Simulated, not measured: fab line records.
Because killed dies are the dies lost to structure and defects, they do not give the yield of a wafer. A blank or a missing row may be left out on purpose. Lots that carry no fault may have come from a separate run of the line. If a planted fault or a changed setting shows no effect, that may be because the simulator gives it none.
Which of the tools did it?	flow berkeley-cmos170	39 wafers from 13 lots sampled at 6 of the route's 331 steps

WHAT EACH GAUGE READ, for each wafer
UCB170_PSD_CD_MEAS_06 targets a cd of 1200 nm. Usual: cd-nm at 1200.3 nm, with a standard deviation of 1.6.
lot	measured	on	cd-nm (nm)	flag
L614	day 7 17:01	cd-sem-01	1201.5 1202.1 1201.1	
L618	day 8 01:08	cd-sem-02	1202.2 1200.8 1202.4	
L616	day 8 01:47	cd-sem-01	1199.5 1200.5 1199.5	
L617	day 8 02:14	cd-sem-01	1200.9 1200.9 1201.5	
L619	day 9 11:37	cd-sem-02	1202.0 1200.6 1202.0	
L620	day 9 12:19	cd-sem-02	1197.7 1198.8 1200.0	
L625	day 10 02:33	cd-sem-02	1203.7 1203.1 1201.7	
L627	day 10 17:58	cd-sem-02	1200.0 1200.6 1200.6	
L629	day 10 18:16	cd-sem-01	1200.3 1199.2 1199.6	
L630	day 11 09:44	cd-sem-02	1198.4 1197.7 1198.5	
L633	day 11 22:32	cd-sem-02	1199.6 1201.4 1200.9	
L631	day 11 22:42	cd-sem-01	1200.3 1200.9 1200.5	
L636	day 12 16:19	cd-sem-01	1201.7 1201.7 1202.3	

UCB170_SILICIDE_RS_MEAS_02: a four-point-probe measurement. Usual: SILICIDE_TI_RS gives 26.2 ohm/sq (standard deviation 0.37).
lot	measured	on	SILICIDE_TI_RS (ohm/sq)	flag
L614	day 7 21:31	film-metro-02	25.8 25.6 26.1	
L618	day 8 06:08	film-metro-02	25.7 26.2 26.1	
L616	day 8 06:41	film-metro-04	25.8 26.2 26.2	
L617	day 8 06:52	film-metro-01	26.1 26.2 26.2	
L619	day 9 15:19	film-metro-02	26.0 25.7 25.6	
L620	day 9 16:02	film-metro-01	26.0 25.7 26.0	
L625	day 10 07:23	film-metro-04	26.8 26.5 27.0	
L627	day 10 21:50	film-metro-02	37.9 26.1 25.9	OFF
L629	day 10 22:21	film-metro-02	26.0 25.9 26.1	
L630	day 11 13:56	film-metro-04	26.0 26.2 26.2	
L633	day 12 02:56	film-metro-01	25.4 25.7 25.8	
L631	day 12 03:14	film-metro-01	25.9 26.0 26.4	
L636	day 12 20:34	film-metro-04	25.9 25.9 26.1	

UCB170_SILICIDE_THK_MEAS_03: measures by xrf. Usual: SILICIDE_TI_THK gives 29.3 nm (standard deviation 0.38).
lot	measured	on	SILICIDE_TI_THK (nm)	flag
L614	day 7 21:38	film-metro-02	29.5 29.8 29.3	
L618	day 8 06:15	film-metro-02	29.7 29.2 29.2	
L616	day 8 06:48	film-metro-04	29.6 29.1 29.0	
L617	day 8 06:58	film-metro-01	29.4 29.7 29.5	
L619	day 9 15:25	film-metro-02	29.2 29.7 29.7	
L620	day 9 16:08	film-metro-01	29.6 29.7 29.6	
L625	day 10 07:31	film-metro-04	28.5 28.9 28.4	
L627	day 10 21:57	film-metro-02	21.6 29.4 29.6	OFF
L629	day 10 22:28	film-metro-02	29.6 29.5 29.4	
L630	day 11 14:03	film-metro-04	29.5 29.3 29.3	
L633	day 12 03:04	film-metro-01	30.2 29.8 29.8	
L631	day 12 03:22	film-metro-01	29.6 29.6 29.3	
L636	day 12 20:41	film-metro-04	29.8 29.6 29.3	

UCB170_CONTACT_CD_MEAS_90 targets a cd of 700 nm. Usual: cd-nm at 700.1 nm, with a standard deviation of 1.5.
lot	measured	on	cd-nm (nm)	flag
L614	day 8 04:32	cd-sem-02	698.5 700.9 699.8	
L618	day 8 11:58	cd-sem-01	700.7 699.5 699.4	
L616	day 8 13:16	cd-sem-02	699.7 700.6 700.9	
L617	day 8 13:02	cd-sem-01	700.7 701.8 701.0	
L619	day 9 19:48	cd-sem-02	701.0 700.4 700.2	
L620	day 9 21:35	cd-sem-02	699.9 698.3 698.7	
L625	day 10 12:14	cd-sem-01	699.8 699.7 700.4	
L627	day 11 02:37	cd-sem-02	698.6 700.0 698.7	
L629	day 11 02:52	cd-sem-02	700.9 700.9 701.6	
L630	day 11 18:21	cd-sem-01	697.9 699.2 697.5	
L633	day 12 07:44	cd-sem-02	703.3 702.8 702.8	
L631	day 12 09:08	cd-sem-01	700.2 699.6 698.1	
L636	day 13 01:07	cd-sem-01	699.8 698.8 699.4	

WHICH TOOL RAN EACH LOT (tool, then ch and the chambers of the sampled wafers, then the start)
lot	UCB170_GATE_ETCH_15	UCB170_SILICIDE_SPUTTER_01
L614	rie-si-01 ch 0,1,3, day 7 05:29	pvd-sputter-01, day 7 21:29
L618	rie-si-01 ch 0,1,3, day 7 11:21	pvd-sputter-02, day 8 06:05
L616	rie-si-02 ch 2,3, day 7 11:38	pvd-sputter-03, day 8 06:38
L617	rie-si-02 ch 2,3, day 7 12:07	pvd-sputter-02, day 8 06:49
L619	rie-si-01 ch 1,2,3, day 8 22:21	pvd-sputter-03, day 9 15:16
L620	rie-si-02 ch 0,1, day 8 22:49	pvd-sputter-03, day 9 15:58
L625	rie-si-02 ch 1,3, day 9 15:35	pvd-sputter-01, day 10 07:21
L627	rie-si-02 ch 0,2,3, day 10 05:41	pvd-sputter-01, day 10 21:45
L629	rie-si-01 ch 0,1,3, day 10 05:46	pvd-sputter-02, day 10 22:18
L630	rie-si-02 ch 0,1,3, day 10 19:10	pvd-sputter-02, day 11 13:54
L633	rie-si-02 ch 2,3, day 11 07:51	pvd-sputter-02, day 12 02:55
L631	rie-si-01 ch 1,2, day 11 08:02	pvd-sputter-03, day 12 03:13
L636	rie-si-02 ch 0,2,3, day 12 04:50	pvd-sputter-03, day 12 20:32
- UCB170_GATE_ETCH_15: etches poly-Si in HBr/Cl2, stops on SiO2, time 56.3 s, target depth 278.2 nm.
- UCB170_SILICIDE_SPUTTER_01: material Ti, target thk 30 nm, time 25 s.

WHAT THE TOOLS THEMSELVES READ (means of the sampled wafers that have a number; where no wafer has one, the mark that the record gives instead)
UCB170_GATE_ETCH_15. Usual: HBr_flow_sccm 150.0 sccm, standard deviation 0.51; drypump-motor-current-A 5.8 A, standard deviation 0.4; he-backside-leak-sccm 2.67 sccm, standard deviation 0.16; oes-product-au 0.832 a.u., standard deviation 0.01; throttle-valve-pct 26.5 %, standard deviation 0.3.
lot	tool	HBr_flow_sccm (sccm)	drypump-motor-current-A (A)	he-backside-leak-sccm (sccm)	oes-product-au (a.u.)	throttle-valve-pct (%)	flag
L614	rie-si-01	149.9	5.8	2.56	0.836	26.7	
L618	rie-si-01	150.1	5.8	2.63	0.826	26.7	
L616	rie-si-02	150.1	6.0	2.46	0.832	26.6	
L617	rie-si-02	149.9	6.0	2.54	0.834	26.6	
L619	rie-si-01	149.7	6.0	2.68	0.840	26.5	
L620	rie-si-02	150.2	5.3	2.76	0.841	26.3	
L625	rie-si-02	149.9	5.6	2.60	0.845	26.6	
L627	rie-si-02	150.0	5.6	2.56	0.820	26.6	
L629	rie-si-01	150.0	5.8	2.64	0.831	26.7	
L630	rie-si-02	150.1	5.4	2.80	0.832	26.4	
L633	rie-si-02	149.6	5.7	2.65	0.832	26.7	
L631	rie-si-01	149.9	6.3	2.64	0.832	26.7	
L636	rie-si-02	150.1	5.7	2.62	0.839	26.6	

UCB170_SILICIDE_SPUTTER_01. Usual: throttle-valve-pct at 29.4 %, with a standard deviation of 1.1.
lot	tool	throttle-valve-pct (%)	flag
L614	pvd-sputter-01	29.4	
L618	pvd-sputter-02	29.3	
L616	pvd-sputter-03	29.7	
L617	pvd-sputter-02	30.3	
L619	pvd-sputter-03	29.7	
L620	pvd-sputter-03	29.9	
L625	pvd-sputter-01	29.3	
L627	pvd-sputter-01	29.5	
L629	pvd-sputter-02	30.3	
L630	pvd-sputter-02	29.6	
L633	pvd-sputter-02	29.3	
L631	pvd-sputter-03	29.1	
L636	pvd-sputter-03	29.6	

THE ANSWER, worked out from the rows above alone
Rule: take the mean of a lot's wafers that have a number; if it is more than 3 standard deviations from the usual mean, the lot is off. Also off: a lot with no number at a reading for which 4 or more lots have one. Where the step has rows for the other lots, those lots are counted as sound. After the gauges, taken in route order, come the tools' own readings; for these a lot's mean is taken, as printed above. The first step at which some lot is off is used, and at that step the reading that is off furthest; a lot without a number counts as furthest.
Off: L627, at UCB170_SILICIDE_RS_MEAS_02 (SILICIDE_TI_RS).
If a tool, at a process step before that reading, ran all the lots that are off and no sound lot after the first of them, it fits. Gauges at UCB170_SILICIDE_RS_MEAS_02: tried the same way as those tools. One fits: UCB170_SILICIDE_SPUTTER_01 on pvd-sputter-01. A fault onset in the window from L625 (day 10 07:21, its last sound lot) to L627 (day 10 21:45, its first lot off) fits.

WHAT THE SIMULATOR HAD INSERTED
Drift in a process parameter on pvd-sputter-01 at UCB170_SILICIDE_SPUTTER_01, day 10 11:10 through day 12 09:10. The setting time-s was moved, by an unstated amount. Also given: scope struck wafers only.
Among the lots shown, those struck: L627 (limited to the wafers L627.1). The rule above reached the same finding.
